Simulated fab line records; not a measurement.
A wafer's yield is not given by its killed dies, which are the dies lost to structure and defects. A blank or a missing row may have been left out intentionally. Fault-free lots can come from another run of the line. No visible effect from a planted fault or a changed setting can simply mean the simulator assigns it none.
A lot that was struck, set against a sound lot || flow berkeley-cmos170 || 15 steps out of a route of 331
Sound: wafers L388.1, L388.3, L388.5. The struck wafers were L399.2, L399.5, L399.6. The cause is given at the end.
Each step with rows lists, per side, the tool, then ch with its chambers, then its first start. Under that, the readings that differ: sound wafers || struck wafers || difference of the means || sigmas: that difference in standard deviations of wafers without a fault.
alike: a reading whose means differ by less than 2 such deviations, as well as words and numbers matching on both sides. not compared: withheld readings; readings where some wafer has no value; bounds like >300 that might hide an equal value; numbers whose values overlap and for which the record gives no deviation.
Wherever a step has rows on one side only, a row that says differs or no value, or a row with sigmas, the two part there. Non-overlapping numbers with no deviation appear without sigmas and do not part them. A reading that every wafer of one side lacks parts them only if that side has two wafers or more.

first, 1 step without rows for these wafers: UCB170_M3_SOFTBAKE_06 (time 60 s).
UCB170_M3_STRIP_07: strips in O2.
  sound on plasma-asher-02 ch 0,1, day 10 12:32; struck on plasma-asher-03 ch 0,1, day 12 07:03
  alike: drypump-motor-current-A, oes-product-au, strip-time-to-endpoint-s
  not compared: rf-hours-counter-h
then, 7 steps without rows for these wafers: UCB170_M3_STRIP_08 (strips KrF in DMSO, time 600 s); UCB170_M3_COAT_09; UCB170_M3_COAT_10 (resist thk 900 nm); UCB170_M3_SOFTBAKE_11 (time 60 s); UCB170_M3_EXPOSE_12 (exposes mask METAL3, target cd 700 nm); UCB170_M3_PEB_13; UCB170_M3_DEVELOP_14 (develop time 45 s).
UCB170_M3_CD_MEAS_15: the cd target is 700 nm.
  sound on cd-sem-01 at day 10 16:31; struck on cd-sem-02 at day 12 08:27
  alike: cd-nm
UCB170_M3_OVL_MEAS_16:
  sound on overlay-01 at day 10 16:38; struck on overlay-02 at day 12 08:34
  alike: M3_OVL
UCB170_M3_ETCH_17: etches BARC in N2/H2.
  sound on rie-diel-04 ch 0,1, day 10 16:40; struck on rie-diel-04 ch 1,2,3, day 12 08:35
  alike: bias-w, drypump-motor-current-A, oes-product-au, throttle-valve-pct
UCB170_M3_METAL_ETCH_18: etches Al in Cl2/BCl3, stops on SiO2, target depth 1170 nm, time 195 s.
  sound on rie-metal-02 ch 0,1, day 10 16:43; struck on rie-metal-02 ch 0,1, day 12 08:38
{"reading": "bias-w (W)", "sound": "119.9 119.8 119.5", "struck": "113.3 113.5 113.0", "difference": -6.5, "sigmas": -18}
  alike: drypump-motor-current-A, mfc-cl2-sccm, oes-product-au, throttle-valve-pct
  not compared: rf-hours-counter-h
UCB170_M3_STRIP_19: strips in O2.
  sound on plasma-asher-01 ch 0,1, day 10 16:54; struck on plasma-asher-03 ch 0,1, day 12 08:49
  alike: drypump-motor-current-A, oes-product-au
  not compared: rf-hours-counter-h
UCB170_M3_PROBE_99:
  only the struck wafers here have rows in the record (prober-01, day 12 09:13); the sound ones have none

WHERE THEY PART
At UCB170_M3_METAL_ETCH_18 first; at UCB170_M3_PROBE_99 last (within this record only).

WHY: whatever the simulator had introduced
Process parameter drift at UCB170_M3_METAL_ETCH_18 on rie-metal-02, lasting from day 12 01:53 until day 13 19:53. Setting bias-w, moved by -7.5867, from 120. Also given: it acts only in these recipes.
